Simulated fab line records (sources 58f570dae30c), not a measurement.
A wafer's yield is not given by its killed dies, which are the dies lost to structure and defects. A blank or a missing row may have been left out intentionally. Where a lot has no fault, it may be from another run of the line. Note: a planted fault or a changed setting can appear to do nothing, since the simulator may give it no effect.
Problem report in the 8D (eight disciplines) form, filled by code    flow berkeley_cmos170    the parts of the form that need people (team, actions taken, sign-off) are left out

## 1. WHAT IS WRONG
run_length_s at UCB170_GATE_ETCH_15 reads a mean of 88.2 s on 2 wafers of 2 lots; wafers without a fault read 84.7 s with a standard deviation of 0.58. Relative to the usual mean, that is a shift of +5.9 standard deviations.
The step: etches poly-Si in HBr/Cl2, stops on SiO2, time 56.3 s, target depth 278.2 nm.
Seen first at day 9 01:23 on rie_si-01, wafer L871.5. Wafers with a number at this step in the record: 30, from 10 lots. Rule for "out" (also "out of limits"): further than 4 standard deviations from the usual mean. The other wafers with a number count as sound.

## 2. WHAT IT IS, WHAT IT ISN'T
question                     is                is not
which readings at this step  run_length_s      drypump_motor_current_A, throttle_valve_pct
which lots                   L871, L872        L857, L858, L859, L860, L861, L862, L876, L879
which wafers of those lots   L871.5, L872.4    L871.1, L871.2, L872.3, L872.5
read on which tools          rie_si-01         rie_si-02
when                         from day 9 01:23  up to then (20 sound wafers); but 8 sound wafers of L872, L876, L879 came after

## 3. THE SUSPECTS, EACH WITH WHAT RULES IT OUT
Counting: if a tool at a process step up to the reading ran every lot that is out, it stays a suspect. Sound lots after the first of them don't rule it out here, since some wafers of a struck lot are sound.
- rie_si-01 at UCB170_GATE_ETCH_15 (etches poly-Si in HBr/Cl2, stops on SiO2, time 56.3 s, target depth 278.2 nm): kept. Every lot that is out went through it, the first being L871 (day 9 01:23); the last sound lot it ran before that was L860 (day 7 09:04). Its own readings are out on those wafers: run_length_s.
- rie_si-01, UCB170_GATE_ETCH_15: wafers that are out in chamber 3, sound lot-mates in chambers 0, 1, 2.
After counting, what remains is rie_si-01 at UCB170_GATE_ETCH_15.

## 4. THE CAUSE (what the simulator had put in)
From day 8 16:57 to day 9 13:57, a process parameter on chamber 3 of rie_si-01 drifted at UCB170_GATE_ETCH_15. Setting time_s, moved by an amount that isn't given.
Counting left only this tool.

## 5. THE CHAIN OF EFFECTS, in route order
Each row: a reading where the mean over the struck wafers with a number is more than 3 standard deviations away from the usual. Scope: only readings with a usual standard deviation given in the record; hours: median across lots of the time from each lot's start at the first step in this table that gives one to its start at this step; sigmas: change in usual standard deviations.
hours  step                 reading       usual   on struck wafers  change  sigmas
0      UCB170_GATE_ETCH_15  run_length_s  84.7 s  88.2              +3.5    +5.9
Process steps it contains:
- UCB170_GATE_ETCH_15: etches poly-Si in HBr/Cl2, stops on SiO2, time 56.3 s, target depth 278.2 nm.

## 6. HOW IT WOULD HAVE BEEN CAUGHT EARLIER
First out-of-limits reading in this record: day 9 01:23, which is 8 hours after fault onset at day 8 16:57.
